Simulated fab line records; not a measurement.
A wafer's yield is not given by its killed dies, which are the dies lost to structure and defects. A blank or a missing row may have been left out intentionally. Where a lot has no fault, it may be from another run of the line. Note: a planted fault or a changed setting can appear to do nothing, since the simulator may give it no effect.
Which of the tools did it? | flow berkeleyCmos170 | 45 wafers from 15 lots sampled at 3 of the route's 331 steps

## WHAT THE GAUGES SHOWED, per wafer
UCB170_PLDD_OVL_MEAS_07. Usual: PLDD_OVL gives -1 nm (standard deviation 5.9).
lot  | measured     | on         | PLDD_OVL (nm) | flag
L109 | day 7 00:49  | overlay-02 | 2 -1 -4       | 
L110 | day 7 14:27  | overlay-01 | -9 -7 -5      | 
L112 | day 7 15:01  | overlay-01 | -3 -1 -11     | 
L114 | day 8 05:38  | overlay-02 | 1 -6 1        | 
L116 | day 8 13:59  | overlay-01 | 0 -2 -5       | 
L119 | day 9 08:16  | overlay-02 | -2 -2 -4      | 
L118 | day 9 08:01  | overlay-02 | -18 -8 -15    | 
L121 | day 9 22:46  | overlay-02 | 2 1 0         | 
L124 | day 10 07:19 | overlay-02 | 1 4 5         | 
L125 | day 10 08:01 | overlay-02 | -11 -3 1      | 
L126 | day 10 14:36 | overlay-01 | -6 2 1        | 
L132 | day 11 18:20 | overlay-02 | -3 -3 -6      | 

## WHICH TOOL RAN EACH LOT (tool, then ch and the chambers of the sampled wafers, then the start)
lot  | UCB170_ZERO_ETCH_06              | UCB170_NWELL_EXPOSE_09
L109 | rieDiel-01 ch 1,2, day 1 21:20   | krfScanner-02 ch 0, day 2 11:46
L110 | rieDiel-01 ch 1,2,3, day 2 05:30 | krfScanner-02 ch 0, day 2 19:25
L112 | rieDiel-04 ch 0,2, day 2 09:00   | krfScanner-01 ch 0, day 3 00:04
L114 | rieDiel-02 ch 1,2,3, day 3 01:06 | krfScanner-01 ch 0, day 3 12:34
L116 | rieDiel-01 ch 1,3, day 3 08:20   | krfScanner-02 ch 0, day 3 22:29
L119 | rieDiel-04 ch 1,2, day 3 21:18   | krfScanner-02 ch 0, day 4 09:16
L118 | rieDiel-01 ch 0,3, day 3 21:27   | krfScanner-01 ch 0, day 4 09:28
L121 | rieDiel-04 ch 0,2,3, day 4 09:29 | krfScanner-02 ch 0, day 5 01:18
L124 | rieDiel-01 ch 1,2, day 5 02:41   | krfScanner-02 ch 0, day 5 16:16
L125 | rieDiel-02 ch 1,2,3, day 5 06:44 | krfScanner-01 ch 0, day 5 16:29
L126 | rieDiel-02 ch 2,3, day 5 10:16   | krfScanner-02 ch 0, day 6 04:49
L127 | rieDiel-02 ch 0,3, day 5 16:31   | krfScanner-01, day 6 05:13
L128 | rieDiel-01 ch 0,1, day 6 00:22   | krfScanner-02, day 6 18:47
L129 | rieDiel-01 ch 0,1,2, day 6 00:38 | krfScanner-01, day 6 19:02
L132 | rieDiel-02 ch 0,2,3, day 6 19:11 | krfScanner-02 ch 0, day 7 09:56
- UCB170_ZERO_ETCH_06: etches SiO2 in CHF3/CF4/Ar, time 12 s.
- UCB170_NWELL_EXPOSE_09: exposes mask NWELL, target cd 3000 nm.

## AS READ BY THE TOOLS THEMSELVES (means over the sampled wafers that have a number; for cases with no such wafer, the mark the record gives instead)
UCB170_ZERO_ETCH_06. Usual: drypumpMotorCurrentA 5.50 A, standard deviation 0.21; oesProductAu 0.614 a.u., standard deviation 0.012; throttleValvePct 9.27 %, standard deviation 0.086.
lot  | tool       | drypumpMotorCurrentA (A) | oesProductAu (a.u.) | throttleValvePct (%) | flag
L109 | rieDiel-01 | 5.39                     | 0.603               | 9.26                 | 
L110 | rieDiel-01 | 5.58                     | 0.614               | 9.32                 | 
L112 | rieDiel-04 | 5.40                     | 0.628               | 9.33                 | 
L114 | rieDiel-02 | 5.42                     | 0.606               | 9.26                 | 
L116 | rieDiel-01 | 5.67                     | 0.614               | 9.38                 | 
L119 | rieDiel-04 | 5.51                     | 0.618               | 9.32                 | 
L118 | rieDiel-01 | 5.81                     | 0.629               | 9.34                 | 
L121 | rieDiel-04 | 5.32                     | 0.622               | 9.28                 | 
L124 | rieDiel-01 | 5.50                     | 0.607               | 9.25                 | 
L125 | rieDiel-02 | 5.40                     | 0.607               | 9.24                 | 
L126 | rieDiel-02 | 5.43                     | 0.601               | 9.22                 | 
L127 | rieDiel-02 | 5.59                     | 0.609               | 9.19                 | 
L128 | rieDiel-01 | 5.41                     | 0.615               | 9.24                 | 
L129 | rieDiel-01 | 5.54                     | 0.619               | 9.22                 | 
L132 | rieDiel-02 | 5.48                     | 0.605               | 9.24                 | 

UCB170_NWELL_EXPOSE_09. Usual: exposureDoseMJCm2 24.997, standard deviation 0.023; focusOffsetNm 0.1 nm, standard deviation 0.49; reticleTempC 23.00 C, standard deviation 0.12; stageVelMmS 499.99 mm/s, standard deviation 0.22.
lot  | tool          | exposureDoseMJCm2 | focusOffsetNm (nm) | reticleTempC (C) | stageVelMmS (mm/s) | flag
L109 | krfScanner-02 | 24.996            | 0.2                | 23.04            | 500.23             | 
L110 | krfScanner-02 | 25.019            | -0.1               | 22.99            | 499.82             | 
L112 | krfScanner-01 | 25.006            | 0.3                | 23.08            | 500.09             | 
L114 | krfScanner-01 | 24.993            | 0.0                | 22.99            | 500.16             | 
L116 | krfScanner-02 | 25.014            | -0.2               | 22.90            | 499.89             | 
L119 | krfScanner-02 | 25.006            | 0.6                | 22.84            | 499.76             | 
L118 | krfScanner-01 | 25.015            | -0.3               | 22.98            | 499.99             | 
L121 | krfScanner-02 | 24.981            | 0.1                | 23.01            | 499.99             | 
L124 | krfScanner-02 | 24.979            | 1.0                | 23.06            | 499.92             | 
L125 | krfScanner-01 | 24.998            | 0.3                | 23.01            | 500.17             | 
L126 | krfScanner-02 | 24.999            | -0.4               | 23.00            | 499.93             | 
L127 | krfScanner-01 | -                 | -                  | -                | -                  | OFF
L128 | krfScanner-02 | -                 | -                  | -                | -                  | OFF
L129 | krfScanner-01 | -                 | -                  | -                | -                  | OFF
L132 | krfScanner-02 | 25.012            | 0.9                | 22.97            | 499.98             | 

## THE ANSWER, worked out from the rows above alone
Rule: take the mean of a lot's wafers that have a number; if it is more than 3 standard deviations from the usual mean, the lot is off. A lot without any number at a reading at which 4 lots or more have one is off too. All remaining lots with rows at the step are treated as sound. First the gauges in route order, then the tools' own readings, where a lot's mean is used as printed above. The first step at which some lot is off is used, and at that step the reading that is off furthest; a lot without a number counts as furthest.
Off at UCB170_NWELL_EXPOSE_09 (exposureDoseMJCm2): L127, L128, L129. Without a number there: L127, L128, L129.
If a tool, at that step or one of the process steps before it, ran each lot that is off and ran no sound lot following the first of them, it fits. Of those tried, none fits.

## WHAT THE SIMULATOR HAD PUT IN
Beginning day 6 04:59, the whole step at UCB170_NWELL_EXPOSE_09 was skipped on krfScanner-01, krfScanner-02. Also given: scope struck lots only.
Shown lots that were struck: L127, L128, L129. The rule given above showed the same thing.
